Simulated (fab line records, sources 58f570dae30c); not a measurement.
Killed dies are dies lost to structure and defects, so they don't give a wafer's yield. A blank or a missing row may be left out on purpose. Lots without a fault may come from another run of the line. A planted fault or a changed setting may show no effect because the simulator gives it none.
Problem report in the 8D (eight disciplines) form, filled by code | flow berkeley_cmos170 | the parts of the form that need people (team, actions taken, sign-off) are left out

1. THE PROBLEM
spin_speed_rpm at UCB170_PWELL_COAT_08 reads a mean of 1455.2 rpm on 6 wafers of 2 lots; wafers without a fault read 1499.8 rpm with a standard deviation of 0.92. That is -48 standard deviations from the usual mean.
The step: resist thk 900 nm.
First seen on wafer L815.3, day 6 09:50, on litho_track-04. The record holds 42 wafers of 14 lots with a number at this step. Rule for "out", or "out of limits": more than 4 standard deviations from the usual mean. The other wafers with a number count as sound.

2. WHAT IT IS AND WHAT IT IS NOT
question                    | is                     | is not
which readings at this step | spin_speed_rpm         | dispense_pressure_kPa
which lots                  | L815, L817             | L798, L799, L800, L801, L803, L804, L808, L809, L818, L819, L820, L821
which wafers of those lots  | all that have a number | -
read on which tools         | litho_track-04         | litho_track-01, litho_track-02
when                        | from day 6 09:50       | up to then (24 sound wafers); but 12 sound wafers of L818, L819, L820, L821 came after

3. SUSPECTS, AND WHAT RULES EACH OUT
Counting: a tool at a process step up to the reading stays a suspect if it ran every lot that is out and no sound lot after the first of them.
- plasma_asher-02 at UCB170_ZERO_STRIP_07 (strips in O2): ruled out as a lasting fault. Sound lots L819, L820 ran on it after its first lot that is out, L815 (day 5 06:23).
- litho_track-04 at UCB170_PWELL_COAT_08 (resist thk 900 nm): kept. It ran every lot that is out, first L815 (day 6 09:50), and no sound lot after that; its last sound lot up to then is L803 (day 4 20:31). Its own readings are out on those wafers: spin_speed_rpm.
Left after counting: litho_track-04 at UCB170_PWELL_COAT_08.

4. THE CAUSE (what the simulator had put in)
Process parameter drift: litho_track-04, from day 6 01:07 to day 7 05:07, at UCB170_PWELL_COAT_08. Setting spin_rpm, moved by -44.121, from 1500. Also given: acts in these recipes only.
Counting left only this tool.

5. THE CHAIN OF EFFECTS, in route order
Each row: a reading whose mean over the struck wafers that have a number lies more than 3 standard deviations from the usual. Only readings for which the record gives a usual standard deviation are gone through. hours: the time from each lot's start at the first step in this table that gives one to its start at this step, as a median over the lots. sigmas: the change in usual standard deviations.
hours | step                  | reading                  | usual      | on struck wafers | change | sigmas
0     | UCB170_PWELL_COAT_08  | spin_speed_rpm           | 1499.8 rpm | 1455.2           | -44.6  | -48
1     | UCB170_PWELL_STRIP_16 | strip_time_to_endpoint_s | 18.06 s    | 18.50            | +0.44  | +4.7
The process steps in it:
- UCB170_PWELL_COAT_08: resist thk 900 nm.
- UCB170_PWELL_STRIP_16: strips in O2.

6. WHAT WOULD HAVE CAUGHT IT SOONER
In this record the first reading out of limits was taken at day 6 09:50, 9 hours after the fault began at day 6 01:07.
